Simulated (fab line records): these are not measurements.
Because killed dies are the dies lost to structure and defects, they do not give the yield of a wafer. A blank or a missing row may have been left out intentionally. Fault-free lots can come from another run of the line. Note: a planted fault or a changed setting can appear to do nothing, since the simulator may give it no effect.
fab line records ; flow berkeley-cmos170 ; part 2 of 2: steps 31 to 40 of 40
[record] lots = 5; wafers = 15; last-day = 9
route steps=331 shown ACTIVE@67 PFIELD@79 FIELD@89 SACOX@97 SCREENOX@100 NVT@104
lots that met no fault: from a run of the same line without faults
start-h: hours from the record's opening day to when the first of the lot's shown wafers began ; wait-h: how many hours have passed since the lot's step before this one ; " same as the row above ; L1.1+2: a single row standing in for several wafers ; - no value present, or no start provided ; * or withheld: withheld ; < > ~ a bound
route shown NAME@n: NAME is a module with steps in the file, n the number in the route of the first one ; usual: mean/standard deviation of fault-free wafers ; same: alike in all rows ; chamber/n: place in a boat ; sites: the reading at each site ; _std_site: the standard deviation of these ; _edge_site: inner sites' mean taken away from outer sites' mean ; radius-mm: how far each site lies from the wafer's centre ; mask NAME#n: copy n ; behind: the tool/chamber that last shaped the wafer ; hold: reason for holding the lot/hours on hold/outcome of the hold ; device: names the non-switching transistor (n, p or np) ; end of line: at the end of the route, the tests of the same wafers ; step lacking rows: just its recipe ; killed: not the wafer's yield, but the dies lost to structure and defects at the first sort ; map: shows each die of a wafer: x if killed, . if not, _ if none is there
set.NAME: setting as actually run; set.NAME@STEP: the setting as run at that earlier step ; model.NAME: the simulator's own value behind a step, which no gauge read
certain route steps with their lots: each step a table, each wafer a row
services: when a tool's chamber went out of use (start-h, in hours from the record's first day, below 0 if earlier), for how many hours, and the reason
[[steps]]
[step UCB170_SACOX_CLEAN_00]
[recipe] chemistry = dHF; dilution = 25:1; time-s = 7.5
[same] time-s = 7.5
lot.wafer;tool;chamber;start-h;wait-h
L076.1+5+6;wet-bench-01;2;99.09;0.1
L078.1+2+6;wet-bench-01;1;106.27;0.1
L079.3+4+5;wet-bench-01;1;126.23;0.0
L081.1+2+5;wet-bench-01;1;126.25;0.1
L084.3+4+6;wet-bench-02;1;142.23;0.0
[step UCB170_SACOX_OXIDATION_01]
[recipe] temp-c = 900; ambient = O2; target-thk-a = 144; ox-time-s = 2400
[usual] ox-temp-c-max = 903.4/1.2; tube-center-temp-C = 900/0.084; zone-power-source-pct = 25.6/2
lot.wafer;tool;chamber;start-h;wait-h;ox-temp-c-max;tube-center-temp-C;zone-power-source-pct
L076.1;furnace-02;0;100.42;1.3;901.8;900.08;26.7
L076.5;furnace-02;0;100.42;1.3;902.4;900.03;27.0
L076.6;furnace-02;0;100.42;1.3;902.4;900;26.3
L078.1;furnace-03;0;109.18;2.9;904.4;900;28.4
L078.2;furnace-03;0;109.18;2.9;905.1;899.95;28.3
L078.6;furnace-03;0;109.18;2.9;905.0;899.91;28.6
L079.3;furnace-02;0;132.64;6.4;902.1;900.11;26.8
L079.4;furnace-02;0;132.64;6.4;902.0;900.1;26.6
L079.5;furnace-02;0;132.64;6.4;902.0;900;26.7
L081.1;furnace-02;0;132.64;6.4;902.1;900.1;26.7
L081.2;furnace-02;0;132.64;6.4;902.9;900.01;26.4
L081.5;furnace-02;0;132.64;6.4;902.4;899.94;26.4
L084.3;furnace-01;0;146.75;4.5;903.8;899.96;23.1
L084.4;furnace-01;0;146.75;4.5;904.6;899.92;23.5
L084.6;furnace-01;0;146.75;4.5;904.8;900.07;22.9
[step UCB170_SACOX_THK_MEAS_02]
[recipe] reads = SiO2_of_SACOX_OXIDATION_01
[usual] SACOX_OXIDE_THK = 14.46/0.28
lot.wafer;tool;chamber;start-h;wait-h;SACOX_OXIDE_THK[nm]
L076.1;film-metro-01;-;102.09;0.0;14.78
L076.5;film-metro-01;-;102.09;0.0;14.70
L076.6;film-metro-01;-;102.09;0.0;14.66
L078.1;film-metro-02;-;110.84;0.0;14.44
L078.2;film-metro-02;-;110.84;0.0;14.35
L078.6;film-metro-02;-;110.84;0.0;14.35
L079.3;film-metro-03;-;134.32;0.0;13.85
L079.4;film-metro-03;-;134.32;0.0;14.17
L079.5;film-metro-03;-;134.32;0.0;14.07
L081.1;film-metro-02;-;134.36;0.1;14.85
L081.2;film-metro-02;-;134.36;0.1;14.88
L081.5;film-metro-02;-;134.36;0.1;14.60
L084.3;film-metro-03;-;148.43;0.0;14.75
L084.4;film-metro-03;-;148.43;0.0;14.63
L084.6;film-metro-03;-;148.43;0.0;14.87
[step UCB170_SCREENOX_WET_ETCH_00]
[recipe] chemistry = dHF; dilution = 25:1; target = SiO2; temp-c = 25; time-s = 200
[same] time-s = 200
lot.wafer;tool;chamber;start-h;wait-h
L076.1+5+6;wet-bench-01;1;102.15;0.1
L078.1+2+6;wet-bench-01;2;110.90;0.1
L079.3+4+5;wet-bench-03;2;134.36;0.0
L081.1+2+5;wet-bench-01;3;134.42;0.1
L084.3+4+6;wet-bench-04;2;149.37;0.9
[step UCB170_SCREENOX_OXIDATION_01]
[recipe] temp-c = 900; ambient = O2; target-thk-a = 144; ox-time-s = 2400
[usual] ox-temp-c-max = 904.1/1.2; tube-center-temp-C = 900/0.082; zone-power-source-pct = 27.5/0.7
lot.wafer;tool;chamber;start-h;wait-h;ox-temp-c-max;tube-center-temp-C;zone-power-source-pct
L076.1;furnace-03;0;104.01;1.8;904.4;900.02;28.3
L076.5;furnace-03;0;104.01;1.8;905.5;899.82;28.1
L076.6;furnace-03;0;104.01;1.8;904.7;899.9;28.6
L078.1;furnace-04;0;112.49;1.5;903.4;900.07;27.6
L078.2;furnace-04;0;112.49;1.5;904.4;900.02;27.1
L078.6;furnace-04;0;112.49;1.5;902.7;900.06;27.1
L079.3;furnace-02;0;137.14;2.7;901.9;899.94;26.4
L079.4;furnace-02;0;137.14;2.7;902.9;900;26.2
L079.5;furnace-02;0;137.14;2.7;901.1;899.93;26.5
L081.1;furnace-02;0;137.14;2.6;902.8;899.95;26.6
L081.2;furnace-02;0;137.14;2.6;902.1;900.01;26.8
L081.5;furnace-02;0;137.14;2.6;902.7;899.88;26.6
L084.3;furnace-03;0;149.44;0.0;905.1;900.1;28.4
L084.4;furnace-03;0;149.44;0.0;905.3;900.14;28.0
L084.6;furnace-03;0;149.44;0.0;904.3;899.92;28.0
[step UCB170_SCREENOX_THK_MEAS_02]
[recipe] reads = SiO2_of_SCREENOX_OXIDATION_01
[usual] SCREENOX_OXIDE_THK = 14.32/0.24
lot.wafer;tool;chamber;start-h;wait-h;SCREENOX_OXIDE_THK[nm]
L076.1;film-metro-03;-;105.74;0.1;14.30
L076.5;film-metro-03;-;105.74;0.1;14.18
L076.6;film-metro-03;-;105.74;0.1;14.27
L078.1;film-metro-02;-;114.16;0.0;14.32
L078.2;film-metro-02;-;114.16;0.0;14.20
L078.6;film-metro-02;-;114.16;0.0;14.32
L081.1;film-metro-03;-;138.80;0.0;14.30
L081.2;film-metro-03;-;138.80;0.0;14.67
L081.5;film-metro-03;-;138.80;0.0;14.54
L079.3;film-metro-02;-;138.82;0.0;14.49
L079.4;film-metro-02;-;138.82;0.0;14.34
L079.5;film-metro-02;-;138.82;0.0;14.61
L084.3;film-metro-04;-;151.12;0.0;14.17
L084.4;film-metro-04;-;151.12;0.0;14.39
L084.6;film-metro-04;-;151.12;0.0;14.33
[step UCB170_SCREENOX_ANNEAL_03]
[recipe] temp-c = 900; time-s = 900; ambient = N2
[usual] tube-center-temp-C = 900/0.073; zone-power-source-pct = 27.3/0.83
[same] time-s = 900
lot.wafer;tool;chamber;start-h;wait-h;tube-center-temp-C;zone-power-source-pct
L076.1;furnace-02;0;106.50;0.8;899.97;26.3
L076.5;furnace-02;0;106.50;0.8;899.92;26.6
L076.6;furnace-02;0;106.50;0.8;899.99;25.9
L078.1;furnace-02;0;115.67;1.5;900;26.1
L078.2;furnace-02;0;115.67;1.5;900.03;26.5
L078.6;furnace-02;0;115.67;1.5;899.91;26.1
L079.3;furnace-04;0;142.97;4.1;900.05;27.0
L079.4;furnace-04;0;142.97;4.1;899.88;27.6
L079.5;furnace-04;0;142.97;4.1;900.04;27.2
L081.1;furnace-04;0;142.97;4.2;900.04;27.7
L081.2;furnace-04;0;142.97;4.2;899.93;27.2
L081.5;furnace-04;0;142.97;4.2;899.99;27.5
L084.3;furnace-02;0;151.90;0.8;900.06;26.4
L084.4;furnace-02;0;151.90;0.8;900.07;26.9
L084.6;furnace-02;0;151.90;0.8;900.02;26.7
[step UCB170_NVT_HMDS_00]
[recipe] prime-time-s = 60; prime-temp-c = 100
[same] prime-time-s = 60
lot.wafer;tool;chamber;start-h;wait-h
L076.1+5+6;litho-track-01;0;108.61;0.9
L078.1+2+6;litho-track-04;0;117.10;0.2
L079.3+4+5;litho-track-03;0;144.27;0.1
L081.1+2+5;litho-track-01;0;144.54;0.3
L084.3+4+6;litho-track-03;0;153.20;0.1
[step UCB170_NVT_COAT_01]
[recipe] resist = KrF; spin-rpm = 1500; resist-thk-nm = 900
lot.wafer;tool;chamber;start-h;wait-h
L076.1+5+6;litho-track-01;0;108.76;0.1
L078.1+2+6;litho-track-04;0;117.25;0.1
L079.3+4+5;litho-track-03;0;144.42;0.1
L081.1+2+5;litho-track-01;0;144.69;0.1
L084.3+4+6;litho-track-03;0;153.35;0.1
[step UCB170_NVT_SOFTBAKE_02]
[recipe] resist = KrF; temp-c = 130; time-s = 60
[usual] plate-temp-C = 130.00/0.14
[same] time-s = 60
lot.wafer;tool;chamber;start-h;wait-h;plate-temp-C
L076.1;litho-track-01;0;108.91;0.1;130.11
L076.5;litho-track-01;0;108.91;0.1;130.10
L076.6;litho-track-01;0;108.91;0.1;130.30
L078.1;litho-track-04;0;117.40;0.1;129.76
L078.2;litho-track-04;0;117.40;0.1;129.94
L078.6;litho-track-04;0;117.40;0.1;129.78
L079.3;litho-track-03;0;144.57;0.1;130.06
L079.4;litho-track-03;0;144.57;0.1;129.94
L079.5;litho-track-03;0;144.57;0.1;129.90
L081.1;litho-track-01;0;144.84;0.1;129.76
L081.2;litho-track-01;0;144.84;0.1;130.13
L081.5;litho-track-01;0;144.84;0.1;130.01
L084.3;litho-track-03;0;153.50;0.1;130.02
L084.4;litho-track-03;0;153.50;0.1;130.06
L084.6;litho-track-03;0;153.50;0.1;129.99
[[services]]
tool;chamber;start-h;hours;kind
furnace-02;-;65.01;4.1;pm
implanter-03;-;69.34;2.9;repair
plasma-asher-04;-;70.31;10.0;repair
krf-scanner-01;-;77.09;0.8;pm
implanter-01;-;81.07;1.4;repair
furnace-03;-;81.68;3.3;pm
rie-diel-01;0;83.34;1.3;repair
krf-scanner-01;0;83.96;-;calibration
krf-scanner-02;-;93.70;0.7;repair
rie-diel-02;1;96.92;7.6;repair
rie-diel-02;0;103.72;20.2;repair
implanter-01;-;107.50;1.9;repair
plasma-asher-04;-;108.75;9.0;pm
plasma-asher-04;0;108.75;9.0;vent-cycle
plasma-asher-04;1;108.75;9.0;vent-cycle
plasma-asher-04;0;117.75;-;clean
rie-diel-01;2;119.27;7.8;repair
plasma-asher-01;-;126.32;7.1;repair
krf-scanner-02;-;126.54;0.8;pm
krf-scanner-02;-;138.42;10.5;repair
krf-scanner-02;-;138.46;0.2;repair
implanter-01;-;142.44;1.2;repair
implanter-01;-;142.60;1.3;repair
krf-scanner-02;-;148.87;1.0;pm
